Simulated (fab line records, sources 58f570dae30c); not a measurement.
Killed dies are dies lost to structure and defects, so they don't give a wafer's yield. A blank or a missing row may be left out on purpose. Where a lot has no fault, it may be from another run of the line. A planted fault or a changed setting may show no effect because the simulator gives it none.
Which tool is to blame?    flow berkeley_cmos170    39 wafers from 13 lots sampled at 6 of the route's 331 steps

== WHAT THE GAUGES SHOWED, per wafer ==
UCB170_NSD_CD_MEAS_06: target cd 1200 nm.
lot   measured      on         cd_nm (nm)
L793  day 7 02:55   cd_sem-02  1199.5 1198.8 1200.5
L792  day 7 03:27   cd_sem-02  1198.4 1197.2 1198.7
L794  day 7 03:47   cd_sem-02  1197.9 1199.3 1198.5
L796  day 7 14:54   cd_sem-01  1201.9 1202.4 1201.9
L795  day 7 15:08   cd_sem-02  1201.1 1199.6 1199.9
L797  day 7 15:22   cd_sem-01  1197.5 1200.1 1198.4
L798  day 8 05:50   cd_sem-01  1203.2 1201.2 1201.9
L799  day 8 09:26   cd_sem-02  1200.9 1201.3 1201.8
L800  day 9 00:47   cd_sem-01  1200.6 1200.6 1199.7
L806  day 10 04:23  cd_sem-02  1199.1 1198.7 1200.4
L809  day 10 08:37  cd_sem-01  1201.9 1200.4 1201.6
L813  day 11 15:16  cd_sem-02  1202.9 1202.7 1201.7
L815  day 11 23:58  cd_sem-02  1197.7 1196.5 1197.7

UCB170_SDANNEAL_RS_MEAS_03: measurement is done with a four-point probe.
lot   measured      on             NSD_RS (ohm/sq)
L793  day 7 04:43   film_metro-02  37.51 37.57 37.55
L792  day 7 05:33   film_metro-01  37.37 37.25 37.24
L794  day 7 05:55   film_metro-04  37.24 37.24 37.30
L796  day 7 16:31   film_metro-04  37.20 37.28 37.28
L795  day 7 17:04   film_metro-02  37.14 37.11 37.18
L797  day 7 17:16   film_metro-01  37.39 37.40 37.43
L798  day 8 08:04   film_metro-02  37.22 37.23 37.17
L799  day 8 11:04   film_metro-02  37.46 37.21 37.35
L800  day 9 02:31   film_metro-04  37.33 37.33 37.20
L806  day 10 06:39  film_metro-02  35.89 35.88 35.95
L809  day 10 10:28  film_metro-02  35.95 35.99 36.00
L813  day 11 16:56  film_metro-02  37.30 37.22 37.25
L815  day 12 01:39  film_metro-04  37.22 37.17 37.18

UCB170_SDANNEAL_RS_MEAS_05: measurement is done with a four-point probe.
lot   measured      on             NLDD_RS (ohm/sq)
L793  day 7 04:57   film_metro-02  616.3 618.5 617.0
L792  day 7 05:47   film_metro-01  616.7 617.2 617.1
L794  day 7 06:10   film_metro-04  616.8 618.3 616.7
L796  day 7 16:46   film_metro-04  616.1 614.7 616.9
L795  day 7 17:19   film_metro-02  614.9 615.5 616.3
L797  day 7 17:30   film_metro-01  616.8 616.8 617.9
L798  day 8 08:18   film_metro-02  614.7 616.0 614.1
L799  day 8 11:18   film_metro-02  616.7 617.5 617.4
L800  day 9 02:46   film_metro-04  619.4 616.8 617.8
L806  day 10 06:53  film_metro-02  618.8 616.8 617.6
L809  day 10 10:42  film_metro-02  620.1 619.1 619.9
L813  day 11 17:11  film_metro-02  616.6 617.6 616.2
L815  day 12 01:53  film_metro-04  615.8 614.0 615.6

== WHICH TOOL RAN EACH LOT (tool, then ch and the chambers of the sampled wafers, then the start) ==
lot   UCB170_NSD_IMPLANT_08            UCB170_NSD_STRIP_09                   UCB170_SDANNEAL_RTA_00
L793  implanter-01 ch 0, day 7 03:04   plasma_asher-04 ch 0,1, day 7 03:13   rtp_anneal-02 ch 0, day 7 04:28
L792  implanter-01 ch 0, day 7 03:37   plasma_asher-02 ch 0,1, day 7 03:44   rtp_anneal-02 ch 0, day 7 05:17
L794  implanter-03 ch 0, day 7 03:57   plasma_asher-04 ch 0,1, day 7 04:05   rtp_anneal-02 ch 0, day 7 05:40
L796  implanter-04 ch 0, day 7 15:04   plasma_asher-04 ch 1, day 7 15:13     rtp_anneal-02 ch 0, day 7 16:16
L795  implanter-01 ch 0, day 7 15:17   plasma_asher-01 ch 0,1, day 7 15:25   rtp_anneal-01 ch 0, day 7 16:49
L797  implanter-03 ch 0, day 7 15:32   plasma_asher-04 ch 0,1, day 7 15:40   rtp_anneal-02 ch 0, day 7 17:00
L798  implanter-03 ch 0, day 8 06:01   plasma_asher-01 ch 0,1, day 8 06:08   rtp_anneal-01 ch 0, day 8 07:47
L799  implanter-04 ch 0, day 8 09:36   plasma_asher-04 ch 0,1, day 8 09:44   rtp_anneal-01 ch 0, day 8 10:48
L800  implanter-04 ch 0, day 9 00:57   plasma_asher-01 ch 0,1, day 9 01:04   rtp_anneal-01 ch 0, day 9 02:14
L806  implanter-03 ch 0, day 10 04:33  plasma_asher-04 ch 0,1, day 10 04:42  rtp_anneal-02 ch 0, day 10 06:25
L809  implanter-03 ch 0, day 10 08:46  plasma_asher-02 ch 0,1, day 10 08:55  rtp_anneal-01 ch 0, day 10 10:13
L813  implanter-04 ch 0, day 11 15:25  plasma_asher-04 ch 0,1, day 11 15:32  rtp_anneal-01 ch 0, day 11 16:41
L815  implanter-01 ch 0, day 12 00:08  plasma_asher-02 ch 0,1, day 12 00:15  rtp_anneal-02 ch 0, day 12 01:23
- UCB170_NSD_IMPLANT_08
- UCB170_NSD_STRIP_09: strips in O2.
- UCB170_SDANNEAL_RTA_00: time 10 s.

== AS READ BY THE TOOLS THEMSELVES (means over the sampled wafers that have a number; for cases with no such wafer, the mark the record gives instead) ==
UCB170_NSD_IMPLANT_08.
lot   tool          dose_ions_cm2  faraday_current_uA
L793  implanter-01  3.0013e+15     9276
L792  implanter-01  3.0002e+15     9372
L794  implanter-03  2.9998e+15     9283
L796  implanter-04  3.0009e+15     9241
L795  implanter-01  2.9986e+15     9003
L797  implanter-03  3.0003e+15     9262
L798  implanter-03  3.0007e+15     9377
L799  implanter-04  3.0008e+15     9015
L800  implanter-04  2.9985e+15     9349
L806  implanter-03  3.2602e+15     10112
L809  implanter-03  3.2612e+15     10069
L813  implanter-04  3.0002e+15     9239
L815  implanter-01  2.9986e+15     9097

UCB170_NSD_STRIP_09.
lot   tool             chamber_pressure_mTorr (mTorr)  drypump_motor_current_A (A)  oes_product_au (a.u.)  strip_time_to_endpoint_s (s)
L793  plasma_asher-04  3499                            5.72                         0.539                  35.69
L792  plasma_asher-02  3501                            5.75                         0.531                  35.82
L794  plasma_asher-04  3501                            5.71                         0.535                  35.84
L796  plasma_asher-04  3499                            5.65                         0.533                  35.72
L795  plasma_asher-01  3500                            6.18                         0.534                  35.94
L797  plasma_asher-04  3496                            5.76                         0.534                  35.78
L798  plasma_asher-01  3502                            6.17                         0.535                  35.77
L799  plasma_asher-04  3499                            5.78                         0.537                  35.91
L800  plasma_asher-01  3499                            6.16                         0.531                  35.86
L806  plasma_asher-04  3497                            5.79                         0.533                  36.66
L809  plasma_asher-02  3503                            5.74                         0.532                  36.49
L813  plasma_asher-04  3498                            5.77                         0.536                  35.83
L815  plasma_asher-02  3501                            5.86                         0.533                  35.78

UCB170_SDANNEAL_RTA_00.
lot   tool           lamp_power_pct (%)  wafer_temp_C_max
L793  rtp_anneal-02  26.47               903.6
L792  rtp_anneal-02  26.50               905.1
L794  rtp_anneal-02  26.47               904.5
L796  rtp_anneal-02  26.48               904.7
L795  rtp_anneal-01  26.36               903.6
L797  rtp_anneal-02  26.48               904.6
L798  rtp_anneal-01  26.34               903.9
L799  rtp_anneal-01  26.34               902.9
L800  rtp_anneal-01  26.36               903.9
L806  rtp_anneal-02  26.48               904.3
L809  rtp_anneal-01  26.35               903.2
L813  rtp_anneal-01  26.36               902.9
L815  rtp_anneal-02  26.47               905.2

== THE ANSWER, worked out from the rows above alone ==
Rule: the usual values come from the lots themselves. The widest of any qualifying gaps counts: lots, ordered by their means at a reading, are off when they make up no more than a third of the lots, leave a main group of 4 or more, and stand apart from it by 3 or more times the standard deviation of that group's means. A main group is skipped when, at the precision printed for the reading in the tables above, its means are all equal. Also off: a lot with no number at a reading for which 4 or more lots have one. Where the step has rows for the other lots, those lots are counted as sound. After the gauges, taken in route order, come the tools' own readings; for these a lot's mean is taken, as printed above. The first step at which some lot is off is used, and at that step the reading that is off furthest; a lot without a number counts as furthest.
Off: L806, L809, at UCB170_SDANNEAL_RS_MEAS_03 (NSD_RS). The main group has a mean of 37.29 ohm/sq with a standard deviation of 0.11.
A tool fits if, at a process step before that reading, it ran every lot that is off, and no sound lot after the first of them. The gauges at UCB170_SDANNEAL_RS_MEAS_03 aren't tried: what is off there is off at UCB170_NSD_IMPLANT_08 too, on other tools, and a gauge's error can't cause that. One fits: UCB170_NSD_IMPLANT_08 on implanter-03. Its last sound lot is L798 (day 8 06:01), its first lot that is off L806 (day 10 04:33): a fault that began between those two fits.
The tool's own readings at UCB170_NSD_IMPLANT_08 bear it out: on the lots that are off they differ by more than 5 times the standard deviation of the sound lots' means. dose_ions_cm2 reads 3.2607e+15 there against 3.0000e+15 on the sound lots; faraday_current_uA reads 10090 there against 9229 on the sound lots.

== WHAT THE SIMULATOR HAD PUT IN ==
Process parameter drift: implanter-03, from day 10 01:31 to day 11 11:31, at UCB170_NSD_IMPLANT_08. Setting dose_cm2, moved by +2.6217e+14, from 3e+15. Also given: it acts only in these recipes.
Shown lots that were struck: L806, L809. The rule above reached the same finding.
